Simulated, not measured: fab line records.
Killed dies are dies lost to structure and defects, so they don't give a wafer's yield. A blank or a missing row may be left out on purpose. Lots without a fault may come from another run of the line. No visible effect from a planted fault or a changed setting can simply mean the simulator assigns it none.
Code-filled problem report in 8D (eight disciplines) form | flow ritCmos | the parts of the form that need people (team, actions taken, sign-off) are left out

## 1. THE ISSUE
At RIT_ACTIVE_COAT_06, spinSpeedRpm averages 3375.3 rpm over 9 wafers from 3 lots, while fault-free wafers read 3250.8 rpm, standard deviation 1.9. Relative to the usual mean, that is a shift of +66 standard deviations.
The step: resist thk 1000 nm.
Earliest sighting: wafer L484.2 on lithoTrack-02 at day 4 22:33. Wafers with a number at this step in the record: 45, from 15 lots. By rule, "out" or "out of limits" means more than 4 standard deviations away from the usual mean. All remaining wafers that have a number are taken as sound.

## 2. WHAT IT IS AND WHAT IT IS NOT
question                    | is                     | is not
which readings at this step | spinSpeedRpm           | -
which lots                  | L484, L486, L487       | L469, L470, L471, L474, L475, L476, L477, L478, L483, L488, L489, L491
which wafers of those lots  | all that have a number | -
read on which tools         | lithoTrack-02          | lithoTrack-01, lithoTrack-03
when                        | from day 4 22:33       | up to then (27 sound wafers); but 9 sound wafers of L488, L489, L491 came after

## 3. WHAT RULES OUT EACH SUSPECT
Counting: a tool stays on the suspect list if, at a process step up to the reading, it processed all lots that are out and no sound lot following the first of them.
- lithoTrack-02 at RIT_ACTIVE_COAT_06 (resist thk 1000 nm): kept. It ran every lot that is out, first L484 (day 4 22:33), and no sound lot after that; its last sound lot up to then is L483 (day 4 17:57). On those wafers its own readings are out: spinSpeedRpm.
The count leaves lithoTrack-02 at RIT_ACTIVE_COAT_06.

## 4. THE CAUSE (what the simulator had put in)
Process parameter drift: lithoTrack-02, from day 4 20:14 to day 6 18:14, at RIT_ACTIVE_COAT_06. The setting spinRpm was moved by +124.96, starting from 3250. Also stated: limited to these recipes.
Only this tool survived the counting.

## 5. THE EFFECT CHAIN, in route order
Each row: a reading whose mean over the struck wafers that have a number lies more than 3 standard deviations from the usual. Only readings whose record carries a usual standard deviation are examined. hours: median over the lots of the time between each lot's start at the first step of this table that gives one and its start at this step. sigmas: the change, counted in usual standard deviations.
hours | step               | reading      | usual      | on struck wafers | change | sigmas
0     | RIT_ACTIVE_COAT_06 | spinSpeedRpm | 3250.8 rpm | 3375.3           | +124.5 | +66
Here are the process steps it includes:
- RIT_ACTIVE_COAT_06: resist thk 1000 nm.
Later steps that measure or inspect, where all struck wafers having a row at the step show a number for every such reading and not one has moved that far: RIT_FOX1_THK_MEAS_01, RIT_PSD_OVL_MEAS_06.

## 6. WHAT WOULD HAVE CAUGHT IT SOONER
2 hours passed between the start of the fault at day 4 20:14 and the first reading out of limits in this record, taken at day 4 22:33.
